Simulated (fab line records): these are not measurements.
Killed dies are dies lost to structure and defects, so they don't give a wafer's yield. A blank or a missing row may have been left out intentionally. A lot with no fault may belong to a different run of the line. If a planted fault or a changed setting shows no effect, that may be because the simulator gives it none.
Problem report in the 8D (eight disciplines) form, filled by code + flow berkeley-cmos170 + the parts of the form that need people (team, actions taken, sign-off) are left out

## 1. THE ISSUE
Wafers without a fault read 21.62 s, standard deviation 0.076; strip-time-to-endpoint-s at UCB170_PFIELD_STRIP_08 reads a mean of 22.76 s on 6 wafers belonging to 2 lots. Measured from the usual mean, that is +15 standard deviations.
The step: strips in O2.
First seen on wafer L651.1, day 7 13:52, on plasma-asher-03. The record holds 42 wafers of 14 lots with a number at this step. The rule behind "out" and "out of limits": a value lying over 4 standard deviations away from the usual mean. The other wafers with a number count as sound.

## 2. WHAT IT IS, WHAT IT ISN'T
| question                    | is                       | is not                                                                                             |
|-----------------------------|--------------------------|----------------------------------------------------------------------------------------------------|
| which readings at this step | strip-time-to-endpoint-s | chamber-pressure-mTorr, drypump-motor-current-A, o2-flow-sccm, oes-product-au                      |
| which lots                  | L651, L652               | L637, L638, L639, L640, L643, L644, L650, L653, L655, L656, L659, L660                             |
| which wafers of those lots  | all that have a number   | -                                                                                                  |
| read on which tools         | plasma-asher-03          | plasma-asher-02, plasma-asher-04                                                                   |
| when                        | from day 7 13:52         | up to then (18 sound wafers); but 18 sound wafers of L650, L653, L655, L656, L659, L660 came after |

## 3. THE SUSPECTS, EACH WITH WHAT RULES IT OUT
Counting: a tool stays on the suspect list if, at a process step up to the reading, it processed all lots that are out and no sound lot following the first of them.
- litho-track-02 at UCB170_PFIELD_COAT_01 (resist thk 900 nm): kept. Every lot that is out went through it, starting with L651 (day 7 12:52), and after that it ran no sound lot; the last sound lot it ran before then is L644 (day 6 10:03).
- plasma-asher-03 at UCB170_PFIELD_STRIP_08 (strips in O2): kept. Every lot that is out went through it, starting with L651 (day 7 13:52), and after that it ran no sound lot; the last sound lot it ran before then is L644 (day 6 12:13). On those wafers its own readings are out: strip-time-to-endpoint-s.
Remaining after the count are litho-track-02 at UCB170_PFIELD_COAT_01 and plasma-asher-03 at UCB170_PFIELD_STRIP_08.

## 4. THE CAUSE (what the simulator had put in)
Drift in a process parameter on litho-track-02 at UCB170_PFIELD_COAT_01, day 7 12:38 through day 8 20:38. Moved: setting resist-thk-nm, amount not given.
After counting, 2 suspects remain, this tool included.

## 5. THE EFFECT CHAIN, in route order
Each row: a reading whose mean over the struck wafers that have a number lies more than 3 standard deviations from the usual. Only readings whose record carries a usual standard deviation are examined. hours: median over the lots of the time between each lot's start at the first step of this table that gives one and its start at this step. sigmas: the change, counted in usual standard deviations.
| hours | step                   | reading                  | usual   | on struck wafers | change | sigmas |
|-------|------------------------|--------------------------|---------|------------------|--------|--------|
| 0     | UCB170_PFIELD_STRIP_08 | strip-time-to-endpoint-s | 21.62 s | 22.76            | +1.14  | +15    |
Process steps it contains:
- UCB170_PFIELD_STRIP_08: strips in O2.
At these later measuring or inspecting steps, every struck wafer for which the step has a row has a number for every such reading, and none has moved that far: UCB170_SCREENOX_THK_MEAS_02.

## 6. HOW IT WOULD HAVE BEEN CAUGHT EARLIER
In this record the first reading out of limits was taken at day 7 13:52, 1 hour after the fault began at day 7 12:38.
Of the tool readings at UCB170_PFIELD_COAT_01 for which the record gives a usual standard deviation, none was out on any struck wafer, so an alarm limit of 4 standard deviations on them would not have fired.
Of the lots that are out (2), L652 began UCB170_PFIELD_COAT_01 on litho-track-02 after day 7 13:52. Holding the tool at that time would have saved it.
